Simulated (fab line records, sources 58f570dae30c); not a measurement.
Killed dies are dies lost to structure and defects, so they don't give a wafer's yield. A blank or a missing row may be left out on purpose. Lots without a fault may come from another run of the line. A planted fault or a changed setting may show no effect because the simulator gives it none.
A struck lot beside a sound one | flow berkeley_cmos170 | 15 steps out of a route of 331
Sound: wafers L220.1, L220.3, L220.4. Struck: wafers L229.1, L229.2, L229.6. The cause comes at the end.
At each step with rows: each side's tool, then ch and its chambers, then its first start. Under that, the readings that differ: sound wafers | struck wafers | difference of the means | sigmas: that difference in standard deviations of wafers without a fault.
alike: readings whose means differ by less than 2 such deviations, and words and numbers that are the same on both sides. not compared: withheld readings, readings that some wafer has no value for, bounds like >300 that may hide the same value, and numbers for which the record gives no deviation and whose values overlap.
The two part at a step that has a row with sigmas, a row that says differs or no value, or rows on one side only. Numbers that don't overlap but have no deviation are shown without sigmas and don't part them. A reading that every wafer of one side lacks parts them only if that side has two wafers or more.

first, 2 steps without rows for these wafers: UCB170_NLDD_IMPLANT_08; UCB170_NLDD_IMPLANT_09.
UCB170_NLDD_STRIP_10: strips in O2.
  sound on plasma_asher-04 ch 0,1, day 6 11:13; struck on plasma_asher-03 ch 0,1, day 8 09:44
  alike: drypump_motor_current_A, oes_product_au, strip_time_to_endpoint_s
  not compared: rf_hours_counter_h
UCB170_NLDD_TW_MEAS_11:
  sound on film_metro-04, day 6 11:19; struck on film_metro-01, day 8 09:50
  alike: NLDD_TW
then, 1 step without rows for these wafers: UCB170_NLDD_CLEAN_12 (cleans in SPM, time 600 s).
UCB170_SPACER_CVD_00: deposits SiO2 from TEOS/O2, target thk 376 nm, time 47 s.
  sound on pecvd-03 ch 0,1,2, day 6 13:34; struck on pecvd-03 ch 0,1, day 8 10:04
  alike: heater_power_w
UCB170_SPACER_THK_MEAS_01:
  sound on film_metro-04, day 6 13:37; struck on film_metro-02, day 8 10:06
  alike: SPACER_TEOS_THK
then, 1 step without rows for these wafers: UCB170_SPACER_ANNEAL_02 (time 1800 s).
UCB170_SPACER_ETCHBACK_03: etches SiO2 in CHF3/CF4/Ar, stops on Si, target depth 376 nm, time 100 s.
  sound on rie_diel-02 ch 0,1,2, day 6 16:55; struck on rie_diel-02 ch 1,2,3, day 8 13:18
  alike: drypump_motor_current_A, oes_product_au, throttle_valve_pct
  not compared: rf_hours_counter_h
then, 3 steps without rows for these wafers: UCB170_PSD_HMDS_00 (prime time 60 s); UCB170_PSD_COAT_01 (resist thk 900 nm); UCB170_PSD_SOFTBAKE_02 (time 60 s).
UCB170_PSD_EXPOSE_03: exposes mask PSELECT MOD, target cd 1200 nm.
  sound on krf_scanner-01 ch 0, day 6 17:58; struck on krf_scanner-01 ch 0, day 8 13:50
  reading              | sound             | struck            | difference | sigmas
  exposure_dose_mJ_cm2 | 31.28 31.27 31.30 | 32.19 32.15 32.21 | +0.90      | +29
  alike: mask
then, 1 step without rows for these wafers: UCB170_PSD_PEB_04.
UCB170_M3_PROBE_99:
  the record has rows for the sound wafers here (prober-01, day 8 03:05) and none for the struck ones

WHERE THEY PART
First at UCB170_PSD_EXPOSE_03; last, within this record, at UCB170_M3_PROBE_99.

WHY: what the simulator had put in
Process parameter drift: krf_scanner-01, from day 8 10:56 on, at UCB170_PSD_EXPOSE_03. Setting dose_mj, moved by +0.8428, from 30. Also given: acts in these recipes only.
